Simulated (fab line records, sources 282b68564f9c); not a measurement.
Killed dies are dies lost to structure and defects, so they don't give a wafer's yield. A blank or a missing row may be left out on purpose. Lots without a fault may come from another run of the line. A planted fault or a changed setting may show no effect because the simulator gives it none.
Split-lot experiment | flow rit_cmos | 5 lots, 23 wafers read, on a route of 202 steps

THE SPLIT
At RIT_PLDD_IMPLANT_08, the setting dose_cm2 was moved away from the recipe's 9e+14 on 10 of the 23 wafers read, by -5.5% to +2.6%. The other wafers ran this setting at the recipe's value.

FROM THE SPLIT TO THE READING: what the file shows between them, 3 steps
- RIT_SDANNEAL_CLEAN_00: cleans in SC1, time 600 s (also split here: temp_c)
- RIT_SDANNEAL_CLEAN_01: cleans in dHF, time 30 s
- RIT_SDANNEAL_CLEAN_02: cleans in SC2, time 600 s

THE READING
PLDD_RS, in ohm/sq, at RIT_SDANNEAL_RS_MEAS_06 (measures by four-point-probe). Fault-free wafers of this fab line usually give 178.8 ohm/sq, standard deviation 0.52 ohm/sq.

wafer  | tool, chamber at the split | dose_cm2 as run | against the recipe | PLDD_RS, ohm/sq | against lot-mates on the recipe
L075.1 | implanter-03, 0            | 9e+14           | recipe             | 179.3           | -
L075.2 | implanter-03, 0            | 9.238e+14       | +2.6%              | 176.8           | -2.4
L075.3 | implanter-03, 0            | 9.238e+14       | +2.6%              | 177.1           | -2.1
L075.4 | implanter-03, 0            | 9e+14           | recipe             | 178.9           | -
L075.6 | implanter-03, 0            | 9e+14           | recipe             | 179.3           | -
L078.1 | implanter-03, 0            | 8.677e+14       | -3.6%              | 181.9           | +3.5
L078.2 | implanter-03, 0            | 9e+14           | recipe             | 178.7           | -
L078.4 | implanter-03, 0            | 8.677e+14       | -3.6%              | 181.4           | +3.0
L078.5 | implanter-03, 0            | 9e+14           | recipe             | 178.0           | -
L078.6 | implanter-03, 0            | 9e+14           | recipe             | 178.4           | -
L079.1 | implanter-03, 0            | 9e+14           | recipe             | 178.9           | -
L079.3 | implanter-03, 0            | 9e+14           | recipe             | 178.9           | -
L079.6 | implanter-03, 0            | 9e+14           | recipe             | 179.1           | -
L082.1 | implanter-03, 0            | 9e+14           | recipe             | 179.2           | -
L082.2 | implanter-03, 0            | 8.75e+14        | -2.8%              | 181.1           | +2.2
L082.4 | implanter-03, 0            | 9e+14           | recipe             | 178.5           | -
L082.5 | implanter-03, 0            | 8.75e+14        | -2.8%              | 181.5           | +2.7
L082.6 | implanter-03, 0            | 8.75e+14        | -2.8%              | 181.3           | +2.5
L084.1 | implanter-02, 0            | 8.508e+14       | -5.5%              | 184.8           | +5.1
L084.2 | implanter-02, 0            | 9e+14           | recipe             | 179.5           | -
L084.3 | implanter-02, 0            | 9e+14           | recipe             | 179.9           | -
L084.4 | implanter-02, 0            | 8.508e+14       | -5.5%              | 184.8           | +5.1
L084.5 | implanter-02, 0            | 8.508e+14       | -5.5%              | 184.8           | +5.1

THE FIT
A straight line over all 23 wafers: PLDD_RS changes by -0.945 ohm/sq for each +1% of dose_cm2; r = -0.97; the points scatter about the line by 0.55 ohm/sq.
The same after taking each lot's own level away (the mean of its wafers on the recipe; 23 wafers): -0.909 ohm/sq for each +1%; r = -0.99; scatter 0.23 ohm/sq.
On that fit, the largest move of dose_cm2 shifts the reading by 5 ohm/sq.
The lots' own levels span 178.37 to 179.70 ohm/sq, that is 2.6 times the standard deviation above.
So the lot-to-lot level changes the slope little: the two slopes agree.
Check: with one of the wafers moved furthest among these (-5.5%) left out of the fit, the line predicts +4.97 ohm/sq for it against its lot-mates. It came out at +5.1 ohm/sq against them.

OTHER SPLITS ON THESE WAFERS
These wafers also went through other splits before the reading. Each is held against what the fit with the lots' levels taken away leaves over:
other split on the same wafers      | wafers away from the commonest value | r with PLDD_RS (lot level and that fit taken away)
RIT_ACTIVE_CVD_03 sih2cl2_flow_sccm | 15                                   | -0.06
RIT_ACTIVE_COAT_06 spin_rpm         | 8                                    | +0.26
RIT_ACTIVE_DEVELOP_10 dev_temp_c    | 9                                    | +0.07
RIT_PWELL_IMPLANT_08 dose_cm2       | 9                                    | -0.02
RIT_PRETRO_COAT_01 resist_thk_nm    | 6                                    | -0.07
RIT_GATE_OXIDATION_05 ox_time_s     | 10                                   | +0.19
RIT_GATE_CVD_08 sih4_flow_sccm      | 18                                   | -0.19
RIT_GATE_ETCH_19 over_etch_frac     | 10                                   | +0.24
RIT_NLDD_IMPLANT_08 tilt_deg        | 8                                    | +0.21
RIT_SDANNEAL_CLEAN_00 temp_c        | 15                                   | -0.10

THE FILE'S OWN FIT
PLDD_RS changes by -0.907 ohm/sq for each +1% of dose_cm2, r = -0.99.
